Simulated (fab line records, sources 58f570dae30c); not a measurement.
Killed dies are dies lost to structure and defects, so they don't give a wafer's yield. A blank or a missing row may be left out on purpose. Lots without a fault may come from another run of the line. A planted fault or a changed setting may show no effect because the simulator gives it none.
Which tool did it? | flow berkeley_cmos170 | 7 lots, 21 wafers sampled, at 3 steps of a route of 331

WHAT THE GAUGES READ, wafer by wafer
UCB170_ACTIVE_CD_MEAS_13: target cd 1200 nm.
lot  | measured    | on        | cd_nm (nm)
L449 | day 4 12:40 | cd_sem-02 | 1201.6 1201.7 1200.2
L452 | day 5 00:43 | cd_sem-01 | 1200.6 1199.8 1197.8
L454 | day 5 18:24 | cd_sem-01 | 1197.2 1198.4 1196.6
L457 | day 6 04:32 | cd_sem-01 | 1206.7 1207.2 1206.6
L461 | day 6 21:47 | cd_sem-02 | 1202.9 1202.4 1202.3
L462 | day 7 05:34 | cd_sem-01 | 1200.9 1200.2 1199.6
L466 | day 7 14:44 | cd_sem-01 | 1199.9 1200.4 1200.1

WHICH TOOL RAN EACH LOT (tool, then ch and the chambers of the sampled wafers, then the start)
lot  | UCB170_PWELL_ETCH_14              | UCB170_ACTIVE_PEB_11
L449 | rie_diel-01 ch 1,2,3, day 3 08:07 | litho_track-01 ch 0, day 4 12:24
L452 | rie_diel-04 ch 0,1,3, day 3 19:35 | litho_track-02 ch 0, day 5 00:26
L454 | rie_diel-01 ch 0,2, day 4 12:07   | litho_track-02 ch 0, day 5 18:08
L457 | rie_diel-01 ch 1,2, day 4 22:07   | litho_track-03 ch 0, day 6 04:11
L461 | rie_diel-01 ch 0,2,3, day 5 21:05 | litho_track-03 ch 0, day 6 21:31
L462 | rie_diel-01 ch 2,3, day 6 03:14   | litho_track-01 ch 0, day 7 05:17
L466 | rie_diel-02 ch 0,1,3, day 6 11:34 | litho_track-02 ch 0, day 7 14:28
- UCB170_PWELL_ETCH_14: etches Si3N4 in CH3F/Ar/O2, stops on SiO2, target depth 242 nm, time 151 s.
- UCB170_ACTIVE_PEB_11

THE ANSWER, worked out from the rows above alone
Rule: what is usual is taken from the lots themselves. Put in order of their means at a reading, lots are off if they are a third of the lots or fewer, leave a main group of 4 or more, and stand apart from it by a gap of 3 or more times the standard deviation of the main group's means; of several such gaps the widest counts. A main group whose means are all the same, to the digits that the tables above print for the reading, isn't used. A lot without any number at a reading at which 4 lots or more have one is off too. The other lots that the step has rows for count as sound.
No lot is off at any reading shown: from this, nothing can be told.

WHAT THE SIMULATOR HAD PUT IN
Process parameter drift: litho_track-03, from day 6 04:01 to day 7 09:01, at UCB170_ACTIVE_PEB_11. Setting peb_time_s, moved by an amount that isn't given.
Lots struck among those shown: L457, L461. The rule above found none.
